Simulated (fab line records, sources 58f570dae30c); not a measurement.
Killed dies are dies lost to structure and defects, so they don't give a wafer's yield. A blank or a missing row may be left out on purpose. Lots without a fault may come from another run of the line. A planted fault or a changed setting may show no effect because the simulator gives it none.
A sampling plan put to the test | flow berkeley_cmos170 | one fab line, 20 faults that these records tell of, each judged on the records of the lots that it struck
The plan is the line's own looks: the steps of the route at which a gauge or an inspection reads the wafer and doesn't change it. A look can be judged if struck wafers have a number there and the file gives its usual mean and standard deviation on fault-free wafers. Caught: at a look after the fault's first step, the mean of the struck wafers lies 4 or more of those standard deviations (sigma) from the usual mean. On the tool: the same test on the tool's own readings at the fault's steps. Another recipe on the struck wafers, or a record that is blank for them alone, also counts as caught.

THE FAULTS, as the simulator had put them in
1. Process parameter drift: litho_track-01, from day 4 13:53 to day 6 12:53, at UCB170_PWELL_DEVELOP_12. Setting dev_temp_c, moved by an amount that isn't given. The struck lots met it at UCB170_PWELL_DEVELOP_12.
2. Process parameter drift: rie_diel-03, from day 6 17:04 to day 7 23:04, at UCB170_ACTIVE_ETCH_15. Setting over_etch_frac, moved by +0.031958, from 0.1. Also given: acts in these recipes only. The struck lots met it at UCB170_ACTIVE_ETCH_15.
3. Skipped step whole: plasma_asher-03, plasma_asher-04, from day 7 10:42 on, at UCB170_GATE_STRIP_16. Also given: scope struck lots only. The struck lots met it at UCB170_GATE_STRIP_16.
4. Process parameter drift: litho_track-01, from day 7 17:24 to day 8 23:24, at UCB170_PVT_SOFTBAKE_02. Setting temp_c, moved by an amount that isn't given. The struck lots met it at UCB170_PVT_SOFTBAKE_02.
5. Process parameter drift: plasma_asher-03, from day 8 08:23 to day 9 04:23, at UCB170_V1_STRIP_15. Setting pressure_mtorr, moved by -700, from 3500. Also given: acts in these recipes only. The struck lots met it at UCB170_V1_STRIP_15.
6. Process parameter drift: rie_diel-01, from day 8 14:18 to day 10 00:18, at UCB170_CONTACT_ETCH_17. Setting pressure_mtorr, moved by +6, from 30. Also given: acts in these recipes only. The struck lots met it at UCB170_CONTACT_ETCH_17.
7. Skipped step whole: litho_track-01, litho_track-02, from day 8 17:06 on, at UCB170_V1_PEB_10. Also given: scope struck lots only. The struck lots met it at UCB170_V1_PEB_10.
8. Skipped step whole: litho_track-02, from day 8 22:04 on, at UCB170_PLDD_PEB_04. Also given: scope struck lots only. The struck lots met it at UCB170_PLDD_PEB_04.
9. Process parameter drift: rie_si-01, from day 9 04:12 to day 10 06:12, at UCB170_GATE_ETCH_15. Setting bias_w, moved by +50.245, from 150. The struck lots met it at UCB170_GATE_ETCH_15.
10. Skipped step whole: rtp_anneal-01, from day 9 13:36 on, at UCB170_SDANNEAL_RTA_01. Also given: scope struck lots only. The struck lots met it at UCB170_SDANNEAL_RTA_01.
11. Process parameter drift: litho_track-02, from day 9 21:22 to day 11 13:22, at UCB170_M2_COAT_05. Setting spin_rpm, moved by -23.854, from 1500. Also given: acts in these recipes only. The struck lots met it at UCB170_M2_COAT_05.
12. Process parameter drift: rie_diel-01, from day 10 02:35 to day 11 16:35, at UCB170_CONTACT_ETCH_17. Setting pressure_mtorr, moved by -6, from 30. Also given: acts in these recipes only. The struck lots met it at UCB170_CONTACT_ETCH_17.
13. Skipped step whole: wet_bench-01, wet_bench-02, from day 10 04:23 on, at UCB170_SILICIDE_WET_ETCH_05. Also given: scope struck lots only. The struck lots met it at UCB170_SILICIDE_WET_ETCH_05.
14. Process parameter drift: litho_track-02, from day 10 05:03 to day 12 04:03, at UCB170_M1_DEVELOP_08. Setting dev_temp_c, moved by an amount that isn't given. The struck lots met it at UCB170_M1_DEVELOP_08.
15. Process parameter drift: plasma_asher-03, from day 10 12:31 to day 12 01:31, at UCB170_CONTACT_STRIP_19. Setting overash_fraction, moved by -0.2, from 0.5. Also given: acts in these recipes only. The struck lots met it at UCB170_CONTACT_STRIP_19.
16. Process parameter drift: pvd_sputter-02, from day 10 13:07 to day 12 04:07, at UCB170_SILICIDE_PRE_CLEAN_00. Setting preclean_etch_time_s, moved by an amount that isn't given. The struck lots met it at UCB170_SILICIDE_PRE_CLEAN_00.
17. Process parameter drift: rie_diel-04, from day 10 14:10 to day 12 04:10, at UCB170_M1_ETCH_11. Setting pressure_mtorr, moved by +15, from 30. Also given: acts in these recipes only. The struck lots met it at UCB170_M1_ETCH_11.
18. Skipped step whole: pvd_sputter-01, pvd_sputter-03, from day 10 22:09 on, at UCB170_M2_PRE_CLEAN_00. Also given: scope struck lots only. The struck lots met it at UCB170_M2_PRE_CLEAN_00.
19. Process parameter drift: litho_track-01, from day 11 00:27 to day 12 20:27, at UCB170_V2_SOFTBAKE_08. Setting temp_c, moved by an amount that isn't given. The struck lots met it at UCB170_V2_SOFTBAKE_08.
20. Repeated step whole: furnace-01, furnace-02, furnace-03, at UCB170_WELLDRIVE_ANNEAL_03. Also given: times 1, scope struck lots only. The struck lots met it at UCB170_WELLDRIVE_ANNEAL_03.

WHAT THE PLAN SAW
fault | on the tool itself                               | first look that catches it                      | reading, sigma | median hours from its first step to that look | hours from the fault's start to the first struck lot there | judged looks passed uncaught
1     | developer_temp_C +7.7 sigma                      | not the one look that can be judged after it    | -              | -                                             | -                                                          | 1
2     | under 2 sigma                                    | no look after it can be judged                  | -              | -                                             | -                                                          | 0
3     | the tool's record is blank for the struck wafers | not the one look that can be judged after it    | -              | -                                             | -                                                          | 1
4     | heater_power_total_W +32 sigma                   | no look after it can be judged                  | -              | -                                             | -                                                          | 0
5     | chamber_pressure_mTorr -99 or beyond sigma       | not the one look that can be judged after it    | -              | -                                             | -                                                          | 1
6     | chamber_pressure_mTorr +99 or beyond sigma       | no look after it can be judged                  | -              | -                                             | -                                                          | 0
7     | the tool's record is blank for the struck wafers | no look after it can be judged                  | -              | -                                             | -                                                          | 0
8     | the tool's record is blank for the struck wafers | not the one look that can be judged after it    | -              | -                                             | -                                                          | 1
9     | bias_w +99 or beyond sigma                       | none of the 2 looks that can be judged after it | -              | -                                             | -                                                          | 2
10    | the tool's record is blank for the struck wafers | no look after it can be judged                  | -              | -                                             | -                                                          | 0
11    | spin_speed_rpm -24 sigma                         | no look after it can be judged                  | -              | -                                             | -                                                          | 0
12    | chamber_pressure_mTorr -99 or beyond sigma       | no look after it can be judged                  | -              | -                                             | -                                                          | 0
13    | the tool's record is blank for the struck wafers | no look after it can be judged                  | -              | -                                             | -                                                          | 0
14    | developer_temp_C -8.2 sigma                      | no look after it can be judged                  | -              | -                                             | -                                                          | 0
15    | oes_product_au +14 sigma                         | no look after it can be judged                  | -              | -                                             | -                                                          | 0
16    | no reading that can be judged                    | none of the 2 looks that can be judged after it | -              | -                                             | -                                                          | 2
17    | chamber_pressure_mTorr +99 or beyond sigma       | not the one look that can be judged after it    | -              | -                                             | -                                                          | 1
18    | the tool's record is blank for the struck wafers | no look after it can be judged                  | -              | -                                             | -                                                          | 0
19    | heater_power_total_W +99 or beyond sigma         | UCB170_V2_CD_MEAS_12                            | cd_nm +47      | 0.9                                           | 1                                                          | 0
20    | under 2 sigma                                    | no look after it can be judged                  | -              | -                                             | -                                                          | 0
A dash: the fault isn't caught, or these records don't give the number.

Caught at a look: 1 of 20. Caught on the tool: 17 of 20. By one or the other: 17 of 20.
Caught on the tool alone: faults 1, 3, 4, 5, 6, 7, 8, 9, 10, 11, 12, 13, 14, 15, 17, 18.
Caught by neither: faults 2, 16, 20.

THINNER SAMPLING
If the look that catches a fault measured only every second or every third lot, by lot number, the first struck lot would be measured this late in the worst case:
fault | struck lots at that look, in order of time | every lot | every second lot | every third lot
19    | L424, L432                                 | 1 h       | may miss all 2   | may miss all 2
Hours are from the fault's start to the first struck lot that is measured. The limit of 4 sigma was tested on all struck wafers together, so one lot alone may lie under it. Other struck lots may not be in these records.

THE LONGEST TIMED WAY FROM STEP TO LOOK
Fault 19: a median of 0.9 hours passes between UCB170_V2_SOFTBAKE_08 and UCB170_V2_CD_MEAS_12. No look between them can be judged.
